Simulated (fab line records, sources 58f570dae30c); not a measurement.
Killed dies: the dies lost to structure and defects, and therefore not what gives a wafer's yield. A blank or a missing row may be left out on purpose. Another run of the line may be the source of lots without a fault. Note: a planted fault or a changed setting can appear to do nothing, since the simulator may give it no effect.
Check for tools in common ; flow berkeley-cmos170 ; 14 lots and 42 wafers in the sample

## REASON IT WAS OPENED
UCB170_SDANNEAL_RS_MEAS_04, reading PLDD_RS: flagged on 2 of 14 lots. Fault-free wafers read 1031.0 ohm/sq, with a standard deviation of 2.8.
Rule: flag the lot when none of its wafers has a number, or when each of its wafers that has one lies beyond 4 standard deviations from that mean. The other lots count as sound.

lot;measured;on;PLDD_RS (ohm/sq), wafer by wafer;flag
L599;day 6 19:25;film-metro-03;1028.8 1028.8 1027.5;
L600;day 7 01:56;film-metro-03;1030.5 1028.4 1030.9;
L603;day 7 15:32;film-metro-03;1032.1 1026.6 1025.0;
L601;day 7 19:58;film-metro-03;1030.3 1033.2 1037.9;
L602;day 7 22:26;film-metro-04;1031.1 1031.6 1030.2;
L604;day 7 22:26;film-metro-03;1034.9 1033.5 1032.6;
L608;day 8 16:32;film-metro-04;1031.3 1030.8 1030.8;
L606;day 8 17:31;film-metro-03;1032.6 1033.5 1030.6;
L607;day 8 17:42;film-metro-04;1031.1 1029.5 1030.5;
L610;day 9 09:14;film-metro-04;1028.8 1030.3 1028.6;
L612;day 9 09:14;film-metro-03;1077.8 1079.0 1076.2;FLAGGED
L611;day 9 09:27;film-metro-01;1033.9 1032.6 1028.4;
L613;day 9 16:14;film-metro-04;1073.6 1074.1 1071.8;FLAGGED
L621;day 11 21:20;film-metro-04;1031.5 1031.3 1033.3;
The numbers of the flagged lots are 1075.4 ohm/sq on average: +44.4 ohm/sq against the usual, or +16 standard deviations.

## TOOL THAT RAN EACH LOT
The record keeps 1 process step preceding the reading, out of 331 steps on the route. Each cell gives the tool, then ch followed by the chambers the sampled wafers passed through, then the start.
lot;flag;UCB170_PLDD_IMPLANT_08
L599;;implanter-01 ch 0, day 6 06:02
L600;;implanter-04 ch 0, day 6 13:59
L603;;implanter-04 ch 0, day 7 04:11
L601;;implanter-03 ch 0, day 7 04:29
L602;;implanter-04 ch 0, day 7 11:11
L604;;implanter-03 ch 0, day 7 09:53
L608;;implanter-04 ch 0, day 8 01:44
L606;;implanter-01 ch 0, day 8 02:32
L607;;implanter-03 ch 0, day 8 02:29
L610;;implanter-01 ch 0, day 8 19:20
L612;FLAGGED;implanter-04 ch 0, day 8 19:20
L611;;implanter-01 ch 0, day 8 18:47
L613;FLAGGED;implanter-04 ch 0, day 9 03:10
L621;;implanter-01 ch 0, day 11 07:53
These steps, and what they do:
- UCB170_PLDD_IMPLANT_08
- UCB170_SDANNEAL_RS_MEAS_04: measures by four-point-probe.

## FLAGGED OVER TOTAL, TOOL BY TOOL (the gauges that took the reading come last)
step;tool;lots run;flagged;share of the flagged lots;sound lots run after its first flagged lot
UCB170_PLDD_IMPLANT_08;implanter-01;5;0;none;-
UCB170_PLDD_IMPLANT_08;implanter-03;3;0;none;-
UCB170_PLDD_IMPLANT_08;implanter-04;6;2;all;0
UCB170_SDANNEAL_RS_MEAS_04;film-metro-01;1;0;none;-
UCB170_SDANNEAL_RS_MEAS_04;film-metro-03;7;1;some;0
UCB170_SDANNEAL_RS_MEAS_04;film-metro-04;6;1;some;1 (L621)

## WHAT THE TABLE PERMITS
All flagged lots share 1 row of the table, namely implanter-04 at UCB170_PLDD_IMPLANT_08.
- implanter-04 at UCB170_PLDD_IMPLANT_08 ran 6 lots, 2 of them flagged. Its last sound lot is L608 (day 8 01:44), its first flagged lot L612 (day 8 19:20): a fault that began between those two fits. Its own readings lie more than 4 standard deviations out on every wafer of the flagged lots: dose-ions-cm2.
What remains is a single tool, implanter-04 at UCB170_PLDD_IMPLANT_08.

## WHAT WAS PUT IN BY THE SIMULATOR
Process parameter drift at UCB170_PLDD_IMPLANT_08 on implanter-04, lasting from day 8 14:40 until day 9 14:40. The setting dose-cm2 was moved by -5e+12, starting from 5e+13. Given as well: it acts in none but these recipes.
Shown lots that were struck: L612, L613. The rule given above showed the same thing.
